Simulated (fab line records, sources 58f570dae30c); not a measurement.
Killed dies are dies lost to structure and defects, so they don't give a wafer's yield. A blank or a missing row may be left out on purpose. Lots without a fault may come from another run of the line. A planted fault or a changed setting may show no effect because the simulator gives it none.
One fault seen from 2 desks | flow berkeley_cmos170 | each desk has only its own numbers; what lay behind them comes last

THE TOOL OWNER'S DESK: implanter-01
The tool's own readings at UCB170_NVT_IMPLANT_07: means of the sampled wafers that have a number, for each lot that ran on this tool. A lot is out of limits, marked OUT, if its mean lies more than 4 standard deviations from the usual mean; the brackets give that distance.
Columns: A = dose_ions_cm2 at UCB170_NVT_IMPLANT_07, usual 3.001e+12; B = faraday_current_uA at UCB170_NVT_IMPLANT_07, usual 9.49
lot  | first seen here | A                   | B
L138 | day 6 18:34     | 3.000e+12           | 9.59
L142 | day 7 00:17     | 3.001e+12           | 9.47
L144 | day 7 09:13     | 3.301e+12 (+83) OUT | 10.38 (+4.7) OUT
L146 | day 8 15:19     | 3.302e+12 (+84) OUT | 10.57 (+5.7) OUT
L147 | day 8 23:11     | 3.299e+12 (+83) OUT | 10.29 (+4.2) OUT
This desk's finding: out of limits on L144, L146, L147; first on L144, day 7 09:13 (dose_ions_cm2 at UCB170_NVT_IMPLANT_07). In limits: L138, L142.

THE METROLOGY DESK
What the gauges read, lot by lot, whatever tool the lot ran on: means of the sampled wafers that have a number. A lot is out of limits, marked OUT, if its mean lies more than 4 standard deviations from the usual mean; the brackets give that distance.
Columns: A = NWELL_OXIDE_THK at UCB170_NWELL_THK_MEAS_02, usual 26.5 nm; B = NWELL_TW at UCB170_NWELL_TW_MEAS_16, usual 1232; C = NVT_TW at UCB170_NVT_TW_MEAS_09, usual 519
lot  | first seen here | A    | B    | C
L138 | day 2 02:17     | 26.6 | 1234 | 515
L140 | day 2 13:55     | 26.5 | 1233 | 513
L141 | day 2 18:12     | 26.2 | 1231 | 519
L142 | day 3 01:36     | 26.4 | 1221 | 527
L144 | day 3 07:41     | 26.7 | 1235 | 539 (+5.3) OUT
L146 | day 3 21:59     | 27.7 | 1243 | 533
L147 | day 4 07:11     | 27.1 | 1224 | 539 (+5.4) OUT
L150 | day 5 00:17     | 26.1 | 1228 | 516
L151 | day 5 00:21     | 25.8 | 1229 | 517
L154 | day 5 19:50     | 26.0 | 1244 | 515
L155 | day 5 19:50     | 26.4 | 1226 | 522
L156 | day 5 19:50     | 26.0 | 1224 | 515
L158 | day 6 01:30     | 26.3 | 1219 | 521
L159 | day 6 10:03     | 26.7 | 1249 | 516
L160 | day 6 10:04     | 26.8 | 1237 | 514
This desk's finding: out of limits on L144, L147; first on L144, day 7 09:28 (NVT_TW at UCB170_NVT_TW_MEAS_09). In limits: L138, L140, L141, L142, L146, L150, L151, L154, L155, L156, L158, L159, L160.

PUT TOGETHER
The tool owner's desk could have raised an alarm at day 7 09:13, on L144, L146, L147.
The metrology desk could have raised an alarm at day 7 09:28, on L144, L147.
The metrology desk has L146 on record, within its limits.
Of the lots named, all ran UCB170_NVT_IMPLANT_07 on implanter-01.

WHAT THE SIMULATOR HAD PUT IN
Process parameter drift: implanter-01, from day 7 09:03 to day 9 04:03, at UCB170_NVT_IMPLANT_07. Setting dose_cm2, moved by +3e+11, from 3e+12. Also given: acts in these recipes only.
Lots struck among those shown: L144, L146, L147.
Hours from the fault's start to each desk's first reading out of limits: the tool owner's desk, 0; the metrology desk, 0.
